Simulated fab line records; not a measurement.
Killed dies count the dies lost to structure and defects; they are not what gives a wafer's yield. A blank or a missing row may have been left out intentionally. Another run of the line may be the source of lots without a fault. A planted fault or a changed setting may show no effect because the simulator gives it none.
Struck lot and sound lot, side by side || flow rit_cmos || 43 steps out of a route of 202
Sound: wafers L359.1, L359.2, L359.6. The struck wafers were L367.2, L367.4, L367.5. Last of all comes the cause.
Order at every step that has rows: each side's tool, ch and its chambers, its first start. Under that, the readings that differ: sound wafers || struck wafers || difference of the means || sigmas: that difference in standard deviations of wafers without a fault.
alike: readings whose means differ by less than 2 such deviations, and words and numbers that are the same on both sides. not compared: withheld readings, readings that some wafer has no value for, bounds like >300 that may hide the same value, and numbers for which the record gives no deviation and whose values overlap.
A row with sigmas, a row that says differs or no value, or rows on one side alone: a step with any of these is where the two part. Non-overlapping numbers with no deviation appear without sigmas and do not part them. Lack of a reading on every wafer of one side parts them only where that side has two or more wafers.

RIT_GATE_CD_MEAS_16 targets a cd of 150 nm.
  sound on cd_sem-02 at day 3 09:28; struck on cd_sem-02 at day 4 23:42
  alike: cd_nm
RIT_GATE_OVL_MEAS_17:
  sound on overlay-01 at day 3 09:35; struck on overlay-01 at day 4 23:49
  alike: GATE_OVL
then, 1 step without rows for these wafers: RIT_GATE_HARDBAKE_18 (time 60 s).
RIT_GATE_ETCH_19: etches poly-Si in SF6/CHF3/O2, stops on SiO2, time 161.2 s, target depth 312.5 nm.
  sound on rie_si-02 ch 0,1, day 3 09:46; struck on rie_si-02 ch 0,2,3, day 4 23:59
  alike: drypump_motor_current_A, he_backside_leak_sccm, oes_product_au, throttle_valve_pct
  not compared: rf_hours_counter_h
RIT_GATE_STRIP_20: strips in O2, time 180 s.
  sound on plasma_asher-02 ch 0,1, day 3 09:53; struck on plasma_asher-04 ch 0,1, day 5 00:06
  alike: drypump_motor_current_A
  not compared: rf_hours_counter_h
RIT_GATE_CD_MEAS_90 targets a cd of 150 nm.
  sound on cd_sem-02 at day 3 10:04; struck on cd_sem-01 at day 5 00:17
  alike: cd_nm
then, 4 steps without rows for these wafers: RIT_REOX_CLEAN_00 (cleans in SC1, time 600 s); RIT_REOX_CLEAN_01 (cleans in dHF, time 30 s); RIT_REOX_CLEAN_02 (cleans in SC2, time 600 s); RIT_REOX_OXIDATION_03 (target thk 25.2 nm, ox time 5840 s).
RIT_REOX_THK_MEAS_04:
  sound on film_metro-02 at day 3 13:07; struck on film_metro-03 at day 5 03:31
  alike: REOX_OXIDE_THK
then, 1 step without rows for these wafers: RIT_NLDD_HMDS_00 (prime time 60 s).
RIT_NLDD_COAT_01: resist thk 1000 nm.
  sound on litho_track-01 ch 0, day 3 13:23; struck on litho_track-02, day 5 03:44
  no value came back on the struck wafers for chill_plate_temp_C (C), dispense_pressure_kPa (kPa); on the sound wafers chill_plate_temp_C (C) reads 22.93 22.94 22.85
then, 4 steps without rows for these wafers: RIT_NLDD_SOFTBAKE_02 (time 60 s); RIT_NLDD_EXPOSE_03 (exposes mask M7, target cd 40700 nm); RIT_NLDD_PEB_04; RIT_NLDD_DEVELOP_05 (develop time 50 s).
RIT_NLDD_OVL_MEAS_06:
  sound on overlay-01 at day 3 14:17; struck on overlay-01 at day 5 04:26
{"reading": "NLDD_OVL (nm)", "sound": "-1.5 1.0 -0.7", "struck": "- - -", "difference": "no value on the struck wafers", "sigmas": ""}
then, 2 steps without rows for these wafers: RIT_NLDD_HARDBAKE_07 (time 60 s); RIT_NLDD_IMPLANT_08.
RIT_NLDD_STRIP_09: strips in O2, time 180 s.
  sound on plasma_asher-04 ch 0,1, day 3 14:37; struck on plasma_asher-04 ch 0, day 5 04:46
  alike: drypump_motor_current_A
  not compared: rf_hours_counter_h
RIT_NLDD_TW_MEAS_10:
  sound on film_metro-01 at day 3 14:48; struck on film_metro-01 at day 5 04:56
  alike: NLDD_TW
then, 6 steps without rows for these wafers: RIT_PLDD_HMDS_00 (prime time 60 s); RIT_PLDD_COAT_01 (resist thk 1000 nm); RIT_PLDD_SOFTBAKE_02 (time 60 s); RIT_PLDD_EXPOSE_03 (exposes mask M8, target cd 40900 nm); RIT_PLDD_PEB_04; RIT_PLDD_DEVELOP_05 (develop time 49.22 s).
RIT_PLDD_OVL_MEAS_06:
  sound on overlay-01 at day 3 15:50; struck on overlay-01 at day 5 05:54
{"reading": "PLDD_OVL (nm)", "sound": "-2.8 -4.2 -2.5", "struck": "-0.5 0.3 0.0", "difference": "+3.1", "sigmas": "+2"}
then, 2 steps without rows for these wafers: RIT_PLDD_HARDBAKE_07 (time 60 s); RIT_PLDD_IMPLANT_08.
RIT_PLDD_STRIP_09: strips in O2, time 180 s.
  sound on plasma_asher-02 ch 0,1, day 3 16:10; struck on plasma_asher-04 ch 0, day 5 06:14
{"reading": "drypump_motor_current_A (A)", "sound": "4.7 5.5 4.7", "struck": "6.3 6.3 6.3", "difference": "+1.3", "sigmas": "+2"}
  not compared: rf_hours_counter_h
RIT_PLDD_TW_MEAS_10:
  sound on film_metro-02 at day 3 16:20; struck on film_metro-03 at day 5 06:25
{"reading": "PLDD_TW", "sound": "2358 2366 2347", "struck": "2876 2876 2891", "difference": "+524", "sigmas": "+16"}
then, 4 steps without rows for these wafers: RIT_SPACER_CLEAN_00 (cleans in SC1, time 600 s); RIT_SPACER_CLEAN_01 (cleans in dHF, time 30 s); RIT_SPACER_CLEAN_02 (cleans in SC2, time 600 s); RIT_SPACER_CVD_03 (deposits Si3N4 from SiH2Cl2/NH3, target thk 250 nm, time 3300 s).
RIT_SPACER_THK_MEAS_04:
  sound on film_metro-02 at day 3 18:45; struck on film_metro-04 at day 5 08:46
  alike: SPACER_NITRIDE_THK
RIT_SPACER_ETCHBACK_05: etches Si3N4 in SF6/CHF3, stops on SiO2, target depth 250 nm, time 229.5 s.
  sound on rie_diel-02 ch 0,2,3, day 3 18:49; struck on rie_diel-04 ch 2,3, day 5 08:49
  alike: drypump_motor_current_A, oes_product_au, throttle_valve_pct
  not compared: rf_hours_counter_h
then, 3 steps without rows for these wafers: RIT_NSD_HMDS_00 (prime time 60 s); RIT_NSD_COAT_01 (resist thk 1000 nm); RIT_NSD_SOFTBAKE_02 (time 60 s).
RIT_NSD_TW_MEAS_10:
  sound on film_metro-01 at day 3 20:24; struck on film_metro-03 at day 5 10:27
{"reading": "NSD_TW", "sound": "3068 3040 3058", "struck": "3330 3318 3320", "difference": "+267", "sigmas": "+7"}

WHERE THEY PART
Last at RIT_NSD_TW_MEAS_10 as far as this record goes, first at RIT_NLDD_COAT_01.

WHY: the cause the simulator had injected
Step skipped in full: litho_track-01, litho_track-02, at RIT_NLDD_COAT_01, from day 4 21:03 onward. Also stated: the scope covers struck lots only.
